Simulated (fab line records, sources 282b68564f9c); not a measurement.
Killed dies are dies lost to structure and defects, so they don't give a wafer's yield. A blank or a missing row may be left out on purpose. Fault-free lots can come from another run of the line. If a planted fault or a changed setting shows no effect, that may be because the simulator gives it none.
Which of the tools did it?	flow rit_cmos	Sampling: 13 lots, 39 wafers, 4 of 202 route steps

WHAT THE GAUGES READ, wafer by wafer
RIT_NWELL_TW_MEAS_10. Usual: NWELL_TW 2128, standard deviation 20.
lot	measured	on	NWELL_TW	flag
L340	day 2 02:45	film_metro-04	2137 2143 2146	
L341	day 2 11:09	film_metro-02	2100 2096 2098	
L342	day 2 15:35	film_metro-04	2150 2127 2146	
L343	day 2 18:43	film_metro-02	2091 2085 2105	
L344	day 3 00:52	film_metro-01	2141 2130 2138	
L345	day 3 05:22	film_metro-01	2135 2141 2133	
L346	day 3 09:07	film_metro-04	2145 2151 2147	
L347	day 3 16:00	film_metro-02	2096 2074 2083	
L348	day 3 20:29	film_metro-01	2154 2141 2143	
L349	day 4 05:41	film_metro-04	2140 2136 2143	
L350	day 4 05:56	film_metro-01	2148 2143 2143	
L355	day 5 08:34	film_metro-02	2102 2099 2098	
L357	day 5 16:41	film_metro-02	2108 2097 2101	

RIT_SPACER_THK_MEAS_04. Usual: SPACER_NITRIDE_THK 250.2 nm, standard deviation 2.3.
lot	measured	on	SPACER_NITRIDE_THK (nm)	flag
L340	day 3 08:07	film_metro-01	248.8 249.2 251.0	
L341	day 3 14:48	film_metro-03	249.1 251.3 249.1	
L342	day 3 17:50	film_metro-01	249.6 250.9 250.4	
L343	day 3 22:48	film_metro-01	245.9 245.7 247.9	
L344	day 4 05:28	film_metro-03	248.1 246.7 248.7	
L345	day 4 07:22	film_metro-01	248.0 247.9 249.8	
L346	day 4 12:02	film_metro-04	254.2 253.7 248.7	
L347	day 4 20:25	film_metro-01	248.9 251.6 252.1	
L348	day 5 05:05	film_metro-04	252.5 252.9 253.1	
L349	day 5 06:40	film_metro-03	252.5 253.3 250.8	
L350	day 5 09:55	film_metro-04	249.2 250.3 251.2	
L355	day 6 10:37	film_metro-03	247.9 247.6 247.5	
L357	day 6 17:57	film_metro-03	249.5 251.3 248.1	

WHICH TOOL RAN EACH LOT (tool, then ch and the chambers of the sampled wafers, then the start)
lot	RIT_REOX_CLEAN_02	RIT_NLDD_STRIP_09
L340	wet_bench-02 ch 1, day 2 23:06	plasma_asher-03 ch 0,1, day 3 04:08
L341	wet_bench-02 ch 2, day 3 06:30	plasma_asher-01 ch 0,1, day 3 10:50
L342	wet_bench-02 ch 0, day 3 09:16	plasma_asher-03 ch 0,1, day 3 13:44
L343	wet_bench-02 ch 2, day 3 11:07	plasma_asher-01 ch 0,1, day 3 16:32
L344	wet_bench-01 ch 3, day 3 21:17	plasma_asher-01 ch 0,1, day 4 01:27
L345	wet_bench-02 ch 0, day 3 21:38	plasma_asher-04 ch 0,1, day 4 01:52
L346	wet_bench-04 ch 3, day 4 02:29	plasma_asher-01 ch 0,1, day 4 06:52
L347	wet_bench-04 ch 3, day 4 09:13	plasma_asher-03 ch 0,1, day 4 16:26
L348	wet_bench-04 ch 0, day 4 19:56	plasma_asher-04 ch 0,1, day 5 00:03
L349	wet_bench-04 ch 0, day 4 22:31	plasma_asher-03 ch 0,1, day 5 02:35
L350	wet_bench-04 ch 2, day 4 23:59	plasma_asher-03 ch 0,1, day 5 05:47
L355	wet_bench-02 ch 0, day 6 02:06	plasma_asher-01 ch 0,1, day 6 06:38
L357	wet_bench-01 ch 0, day 6 09:38	plasma_asher-04 ch 0,1, day 6 13:52
- RIT_REOX_CLEAN_02: cleans in SC2, time 600 s.
- RIT_NLDD_STRIP_09: strips in O2, time 180 s.

AS READ BY THE TOOLS THEMSELVES (means over the sampled wafers that have a number; for cases with no such wafer, the mark the record gives instead)
RIT_NLDD_STRIP_09. Usual: drypump_motor_current_A reads 5.6 A (standard deviation 0.42).
lot	tool	drypump_motor_current_A (A)	flag
L340	plasma_asher-03	5.6	
L341	plasma_asher-01	5.5	
L342	plasma_asher-03	5.6	
L343	plasma_asher-01	5.0	
L344	plasma_asher-01	5.5	
L345	plasma_asher-04	5.7	
L346	plasma_asher-01	5.5	
L347	plasma_asher-03	5.6	
L348	plasma_asher-04	5.8	
L349	plasma_asher-03	5.6	
L350	plasma_asher-03	5.6	
L355	plasma_asher-01	5.5	
L357	plasma_asher-04	5.7	

THE ANSWER, worked out from the rows above alone
Rule: take the mean of a lot's wafers that have a number; if it is more than 3 standard deviations from the usual mean, the lot is off. Also off: a lot with no number at a reading for which 4 or more lots have one. The other lots that the step has rows for count as sound. After the gauges, taken in route order, come the tools' own readings; for these a lot's mean is taken, as printed above. The first step at which some lot is off is used, and at that step the reading that is off furthest; a lot without a number counts as furthest.
No lot is off on any of the readings shown, so nothing can be concluded from this.

WHAT THE SIMULATOR HAD INSERTED
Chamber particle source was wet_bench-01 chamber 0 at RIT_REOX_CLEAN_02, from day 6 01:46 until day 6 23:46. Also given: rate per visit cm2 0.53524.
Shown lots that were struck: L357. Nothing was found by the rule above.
